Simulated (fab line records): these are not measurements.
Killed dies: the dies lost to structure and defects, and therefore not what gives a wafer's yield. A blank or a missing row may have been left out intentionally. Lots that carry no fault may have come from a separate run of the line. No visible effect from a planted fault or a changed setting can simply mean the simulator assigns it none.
Problem report in the 8D (eight disciplines) form, filled by code    flow berkeley_cmos170    the parts of the form that need people (team, actions taken, sign-off) are left out

1. WHAT IS WRONG
Wafers free of any fault read 1011 (standard deviation 5.3) for PLDD_TW at UCB170_PLDD_TW_MEAS_11, against a mean of 953 on 6 wafers of 2 lots. That is -11 standard deviations from the usual mean.
Earliest sighting: wafer L645.2 on film_metro-01 at day 10 07:19. The record holds 42 wafers of 14 lots with a number at this step. Rule for "out", or "out of limits": more than 4 standard deviations from the usual mean. The other wafers with a number count as sound.

2. WHAT THIS IS AND IS NOT
question                     is                      is not
which readings at this step  PLDD_TW                 -
which lots                   L645, L646              L633, L634, L635, L636, L639, L641, L647, L648, L650, L652, L653, L655
which wafers of those lots   all that have a number  -
read on which gauges         film_metro-01           film_metro-02, film_metro-04
when                         from day 10 07:19       up to then (18 sound wafers); but 18 sound wafers of L647, L648, L650, L652, L653, L655 came after

3. SUSPECTS, AND WHAT RULES EACH OUT
Counting: a tool at any process step up to the reading remains a suspect when it ran all the lots that are out and ran no sound lot after the first of those.
- the gauge at UCB170_PLDD_TW_MEAS_11 is ruled out. All the wafers that are out were read on film_metro-01, but those of them that UCB170_PLDD_IMPLANT_09 has rows for are out there too, on other tools.
- implanter-03 at UCB170_PLDD_IMPLANT_09: kept. Every lot that is out went through it, starting with L645 (day 10 07:05), and after that it ran no sound lot; the last sound lot it ran before then is L639 (day 9 08:33). Its own dose_ions_cm2, faraday_current_uA readings are out on those wafers.
The count leaves implanter-03 at UCB170_PLDD_IMPLANT_09.

4. THE CAUSE (what the simulator had put in)
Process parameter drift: implanter-03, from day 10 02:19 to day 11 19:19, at UCB170_PLDD_IMPLANT_09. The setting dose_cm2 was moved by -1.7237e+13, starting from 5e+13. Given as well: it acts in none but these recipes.
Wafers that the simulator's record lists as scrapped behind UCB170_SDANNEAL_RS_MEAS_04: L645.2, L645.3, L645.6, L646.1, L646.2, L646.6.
Counting left only this tool.

5. THE CHAIN OF EFFECTS, in route order
Each row: a reading where the mean over the struck wafers with a number is more than 3 standard deviations away from the usual. Only readings for which the record gives a usual standard deviation are gone through. hours: the time from each lot's start at the first step in this table that gives one to its start at this step, as a median over the lots. sigmas: the change in usual standard deviations.
hours  step                        reading             usual          on struck wafers  change  sigmas
0      UCB170_PLDD_IMPLANT_09      dose_ions_cm2       5e+13          3e+13             -2e+13  -99 or more
0      UCB170_PLDD_IMPLANT_09      faraday_current_uA  152            103               -49     -5.7
0      UCB170_PLDD_TW_MEAS_11      PLDD_TW             1011           953               -58     -11
15     UCB170_SDANNEAL_RS_MEAS_04  PLDD_RS             1033.3 ohm/sq  1197.3            +164.0  +57
The process steps in it:
- UCB170_PLDD_IMPLANT_09

6. WHAT WOULD HAVE CAUGHT IT SOONER
5 hours passed between the start of the fault at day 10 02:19 and the first reading out of limits at a measuring or inspecting step in this record, taken at day 10 07:19.
Tool's own readings at UCB170_PLDD_IMPLANT_09, dose_ions_cm2, faraday_current_uA: out on all struck wafers the step has rows for; an alarm limit on them would have tripped on the first.
Of the lots that are out (2), L646 began UCB170_PLDD_IMPLANT_09 on implanter-03 after day 10 07:19. Had the tool been put on hold then, it would have been spared.
